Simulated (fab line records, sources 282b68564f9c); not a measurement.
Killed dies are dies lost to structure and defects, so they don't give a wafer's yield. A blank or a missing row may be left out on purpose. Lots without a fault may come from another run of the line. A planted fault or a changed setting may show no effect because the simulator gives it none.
A struck lot beside a sound one | flow rit_cmos | 18 steps out of a route of 202
Sound: wafers L671.2, L671.4, L671.6. Struck: wafers L674.1, L674.5, L674.6. The cause comes at the end.
At each step with rows: each side's tool, then ch and its chambers, then its first start. Under that, the readings that differ: sound wafers | struck wafers | difference of the means | sigmas: that difference in standard deviations of wafers without a fault.
alike: readings whose means differ by less than 2 such deviations, and words and numbers that are the same on both sides. not compared: withheld readings, readings that some wafer has no value for, bounds like >300 that may hide the same value, and numbers for which the record gives no deviation and whose values overlap.
The two part at a step that has a row with sigmas, a row that says differs or no value, or rows on one side only. Numbers that don't overlap but have no deviation are shown without sigmas and don't part them. A reading that every wafer of one side lacks parts them only if that side has two wafers or more.

first, 5 steps without rows for these wafers: RIT_NWELL_COAT_01 (resist thk 1300 nm); RIT_NWELL_SOFTBAKE_02 (time 60 s); RIT_NWELL_EXPOSE_03 (exposes mask M2, target cd 43900 nm); RIT_NWELL_PEB_04; RIT_NWELL_DEVELOP_05 (develop time 68 s).
RIT_NWELL_OVL_MEAS_06:
  sound on overlay-02, day 4 09:42; struck on overlay-02, day 5 02:54
  alike: NWELL_OVL
then, 2 steps without rows for these wafers: RIT_NWELL_HARDBAKE_07 (time 120 s); RIT_NWELL_IMPLANT_08.
RIT_NWELL_STRIP_09: strips in O2, time 180 s.
  sound on plasma_asher-01 ch 0,1, day 4 10:08; struck on plasma_asher-02 ch 0,1, day 5 03:20
  alike: drypump_motor_current_A
  not compared: rf_hours_counter_h
RIT_NWELL_TW_MEAS_10:
  sound on film_metro-04, day 4 10:19; struck on film_metro-02, day 5 03:31
  alike: NWELL_TW
then, 2 steps without rows for these wafers: RIT_PWELL_HMDS_00 (prime time 60 s); RIT_PWELL_COAT_01 (resist thk 1300 nm).
RIT_PWELL_SOFTBAKE_02: time 60 s.
  sound on litho_track-03 ch 0, day 4 10:47; struck on litho_track-02 ch 0, day 5 03:52
  reading                                    | sound             | struck            | difference | sigmas
  heater_power_total_W (W)                   | 34.55 34.57 34.50 | 38.52 38.52 38.50 | +3.97      | +90
  plate_temp_C (C)                           | 89.93 89.92 89.95 | 97.03 97.12 97.24 | +7.20      | +55
  model.NOVOLAK_of_PWELL_COAT_01.thk_nm (nm) | 1306 1299 1301    | 1269 1267 1268    | -34        |
then, 2 steps without rows for these wafers: RIT_PWELL_EXPOSE_03 (exposes mask M3, target cd 43700 nm); RIT_PWELL_PEB_04.
RIT_PWELL_DEVELOP_05: develop time 68 s.
  sound on litho_track-04 ch 0; struck on litho_track-02 ch 0
  reading                                    | sound          | struck         | difference | sigmas
  model.NOVOLAK_of_PWELL_COAT_01.thk_nm (nm) | 1305 1299 1301 | 1268 1267 1268 | -34        |
RIT_PWELL_OVL_MEAS_06:
  sound on overlay-02, day 4 11:28; struck on overlay-01, day 5 04:27
  alike: PWELL_OVL
RIT_M1_PROBE_99:
  the record has rows for the sound wafers here (prober-02, day 6 02:22) and none for the struck ones

WHERE THEY PART
First at RIT_PWELL_SOFTBAKE_02; last, within this record, at RIT_M1_PROBE_99.

WHY: what the simulator had put in
Process parameter drift: litho_track-02, from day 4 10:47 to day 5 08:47, at RIT_PWELL_SOFTBAKE_02. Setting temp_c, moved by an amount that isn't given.
